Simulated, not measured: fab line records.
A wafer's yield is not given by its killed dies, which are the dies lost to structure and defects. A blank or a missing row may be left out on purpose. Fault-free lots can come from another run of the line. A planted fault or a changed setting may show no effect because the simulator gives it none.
Check for tools in common + flow rit-cmos + 45 wafers sampled across 15 lots

THE REASON FOR OPENING IT
At RIT_SPACER_THK_MEAS_04 the reading SPACER_NITRIDE_THK is flagged on 3 of 15 lots. Wafers without a fault read 251.7 nm, standard deviation 1.9.
Rule: a lot is flagged when every wafer of it that has a number lies more than 4 standard deviations from that mean, or none has a number. As for the other lots, they are considered sound.

| lot  | measured    | on            | SPACER_NITRIDE_THK (nm), wafer by wafer | flag    |
|------|-------------|---------------|-----------------------------------------|---------|
| L391 | day 3 11:14 | film-metro-03 | 252.3 252.5 253.9                       |         |
| L392 | day 3 14:35 | film-metro-03 | 251.7 253.0 254.6                       |         |
| L393 | day 3 14:43 | film-metro-01 | 249.6 252.0 252.8                       |         |
| L394 | day 4 02:32 | film-metro-03 | 254.8 254.6 255.2                       |         |
| L395 | day 4 05:07 | film-metro-02 | 248.4 250.0 249.1                       |         |
| L397 | day 4 14:18 | film-metro-03 | 250.3 251.6 251.7                       |         |
| L398 | day 4 19:19 | film-metro-01 | 254.0 252.6 251.5                       |         |
| L399 | day 5 02:43 | film-metro-02 | 250.4 249.2 250.7                       |         |
| L400 | day 5 05:45 | film-metro-02 | 257.3 255.1 252.7                       |         |
| L401 | day 5 11:43 | film-metro-02 | 253.7 250.6 252.6                       |         |
| L403 | day 5 18:04 | film-metro-02 | 167.7 168.7 166.2                       | FLAGGED |
| L405 | day 6 06:12 | film-metro-01 | 167.2 168.8 167.5                       | FLAGGED |
| L407 | day 6 12:58 | film-metro-03 | 168.1 166.6 168.0                       | FLAGGED |
| L410 | day 7 07:47 | film-metro-01 | 248.5 250.7 249.7                       |         |
| L412 | day 7 16:57 | film-metro-02 | 251.0 252.1 250.1                       |         |
The numbers of the flagged lots are 167.6 nm on average: -84.1 nm against the usual, or -44 standard deviations.

EACH LOT AND THE TOOL IT RAN ON
The record holds 1 process step before the reading, out of a route of 202 steps. Read each cell as the tool, then ch plus the chambers that the sampled wafers visited, then the start.
| lot  | flag    | RIT_SPACER_CVD_03          |
|------|---------|----------------------------|
| L391 |         | lpcvd-01 ch 0, day 3 09:19 |
| L392 |         | lpcvd-02 ch 1, day 3 12:40 |
| L393 |         | lpcvd-01 ch 0, day 3 12:47 |
| L394 |         | lpcvd-01 ch 0, day 4 00:38 |
| L395 |         | lpcvd-01 ch 1, day 4 03:11 |
| L397 |         | lpcvd-02 ch 1, day 4 12:23 |
| L398 |         | lpcvd-02 ch 0, day 4 17:24 |
| L399 |         | lpcvd-01 ch 0, day 5 00:47 |
| L400 |         | lpcvd-02 ch 0, day 5 03:50 |
| L401 |         | lpcvd-01 ch 1, day 5 09:47 |
| L403 | FLAGGED | lpcvd-02 ch 0, day 5 16:09 |
| L405 | FLAGGED | lpcvd-02 ch 0, day 6 04:16 |
| L407 | FLAGGED | lpcvd-02 ch 0, day 6 11:04 |
| L410 |         | lpcvd-01 ch 0, day 7 05:51 |
| L412 |         | lpcvd-01 ch 0, day 7 15:02 |
These steps, and what they do:
- RIT_SPACER_CVD_03: deposits Si3N4 from SiH2Cl2/NH3, target thk 250 nm, time 3300 s.
- RIT_SPACER_THK_MEAS_04

FLAGGED OVER TOTAL, TOOL BY TOOL (the gauges that took the reading come last)
| step                   | tool          | lots run | flagged | share of the flagged lots | sound lots run after its first flagged lot |
|------------------------|---------------|----------|---------|---------------------------|--------------------------------------------|
| RIT_SPACER_CVD_03      | lpcvd-01      | 8        | 0       | none                      | -                                          |
| RIT_SPACER_CVD_03      | lpcvd-02      | 7        | 3       | all                       | 0                                          |
| RIT_SPACER_THK_MEAS_04 | film-metro-01 | 4        | 1       | some                      | 1 (L410)                                   |
| RIT_SPACER_THK_MEAS_04 | film-metro-02 | 6        | 1       | some                      | 1 (L412)                                   |
| RIT_SPACER_THK_MEAS_04 | film-metro-03 | 5        | 1       | some                      | 0                                          |

WHAT THE TABLE ALLOWS
Rows of the table that ran each flagged lot: 1, that is lpcvd-02 at RIT_SPACER_CVD_03.
- lpcvd-02 at RIT_SPACER_CVD_03 ran 7 lots, 3 of them flagged. Its last sound lot is L400 (day 5 03:50), its first flagged lot L403 (day 5 16:09): a fault that began between those two fits.
What remains is a single tool, lpcvd-02 at RIT_SPACER_CVD_03.

WHAT HAD BEEN PUT IN BY THE SIMULATOR
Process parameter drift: lpcvd-02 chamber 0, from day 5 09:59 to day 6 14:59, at RIT_SPACER_CVD_03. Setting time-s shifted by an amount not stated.
Shown lots that were struck: L403, L405, L407. The same result came from the rule above.
